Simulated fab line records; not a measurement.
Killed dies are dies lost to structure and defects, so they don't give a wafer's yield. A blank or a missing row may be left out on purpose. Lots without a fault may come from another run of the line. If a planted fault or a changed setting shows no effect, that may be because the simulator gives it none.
Which of the tools did it?	flow rit_cmos	14 lots, 42 wafers sampled, at 2 steps of a route of 202

WHAT THE GAUGES SHOWED, per wafer
Not one reading of a measure or inspect step in the record can be checked against a usual standard deviation.

WHAT TOOL EACH LOT RAN ON (gives the tool, then ch and the chambers of the sampled wafers, and finally the start)
lot	RIT_CONTACT_CLEAN_13	RIT_M1_PROBE_99
L983	wet_bench-03 ch 1, day 3 09:44	prober-02, day 3 14:28
L985	wet_bench-02 ch 3, day 3 21:06	prober-02, day 4 01:41
L986	wet_bench-04 ch 2, day 3 22:32	prober-01, day 4 03:11
L987	wet_bench-04 ch 3, day 4 03:22	prober-02, day 4 07:52
L988	wet_bench-04 ch 1, day 4 08:26	prober-01, day 4 12:55
L989	wet_bench-04 ch 2, day 4 12:17	prober-02, day 4 16:43
L990	wet_bench-03 ch 1, day 4 16:43	prober-01, day 4 21:14
L998	wet_bench-04 ch 2, day 6 18:03	prober-01, day 6 22:44
L101	wet_bench-04 ch 2, day 7 04:04	prober-02, day 7 08:46
L102	wet_bench-03 ch 3, day 7 17:36	prober-01, day 7 22:11
L103	wet_bench-03 ch 1, day 7 17:58	prober-02, day 7 23:38
L104	wet_bench-04 ch 2, day 7 22:13	prober-01, day 8 02:41
L105	wet_bench-03 ch 1, day 8 02:14	prober-02, day 8 06:45
L106	wet_bench-02 ch 1, day 8 06:31	prober-01, day 8 10:56
- RIT_CONTACT_CLEAN_13: cleans in SC1, time 600 s.
- RIT_M1_PROBE_99

AS READ BY THE TOOLS THEMSELVES (means over the sampled wafers that have a number; for cases with no such wafer, the mark the record gives instead)
RIT_CONTACT_CLEAN_13. Usual: bath_guard_temp_C 75.3 C, standard deviation 0.47; bath_heat_duty_pct 15.1 %, standard deviation 1.3.
lot	tool	bath_guard_temp_C (C)	bath_heat_duty_pct (%)	flag
L983	wet_bench-03	76.1	14.3	
L985	wet_bench-02	75.0	16.2	
L986	wet_bench-04	75.3	14.5	
L987	wet_bench-04	75.4	14.1	
L988	wet_bench-04	75.2	14.1	
L989	wet_bench-04	-	-	OFF
L990	wet_bench-03	-	-	OFF
L998	wet_bench-04	75.2	14.0	
L101	wet_bench-04	75.3	13.9	
L102	wet_bench-03	75.4	17.5	
L103	wet_bench-03	75.9	15.6	
L104	wet_bench-04	75.1	13.6	
L105	wet_bench-03	75.9	15.6	
L106	wet_bench-02	74.6	14.9	

RIT_M1_PROBE_99. Usual: killed_at_contacts 0.0, standard deviation 0.2; killed_at_front_end 6.6, standard deviation 2.8; killed_dies 6.6, standard deviation 2.8; killed_open 3.3, standard deviation 1.9; killed_short 3.2, standard deviation 1.8.
lot	tool	killed_at_contacts	killed_at_front_end	killed_dies	killed_open	killed_short	flag
L983	prober-02	0.0	7.0	7.0	4.3	2.7	
L985	prober-02	0.0	5.7	5.7	2.0	3.7	
L986	prober-01	0.0	7.0	7.0	3.7	3.3	
L987	prober-02	0.0	7.3	7.3	5.3	2.0	
L988	prober-01	0.0	9.0	9.0	4.3	4.7	
L989	prober-02	0.3	8.7	9.0	4.0	5.0	
L990	prober-01	0.0	6.7	6.7	3.0	3.3	
L998	prober-01	0.0	5.3	5.3	2.7	2.7	
L101	prober-02	0.0	7.7	7.7	4.0	3.7	
L102	prober-01	0.3	6.0	6.3	2.7	3.7	
L103	prober-02	0.0	4.0	4.0	2.3	1.7	
L104	prober-01	0.0	8.3	8.3	3.7	4.0	
L105	prober-02	0.0	6.7	6.7	3.0	3.7	
L106	prober-01	0.0	3.3	3.3	1.7	1.7	

THE ANSWER, worked out from the rows above alone
Rule: take the mean of a lot's wafers that have a number; if it is more than 3 standard deviations from the usual mean, the lot is off. A lot without any number at a reading at which 4 lots or more have one is off too. Where the step has rows for the other lots, those lots are counted as sound. Order of review: gauges by route order, followed by the tools' own readings, for which a lot's mean as printed above is used. At the first step where some lot is off, the reading lying furthest off is the one used; lots without a number count as furthest.
Off: L989, L990 (RIT_CONTACT_CLEAN_13, bath_guard_temp_C). Without a number there: L989, L990.
If a tool, at that step or one of the process steps before it, ran each lot that is off and ran no sound lot following the first of them, it fits. Not one of the candidates tried fits.

WHAT THE SIMULATOR PUT IN
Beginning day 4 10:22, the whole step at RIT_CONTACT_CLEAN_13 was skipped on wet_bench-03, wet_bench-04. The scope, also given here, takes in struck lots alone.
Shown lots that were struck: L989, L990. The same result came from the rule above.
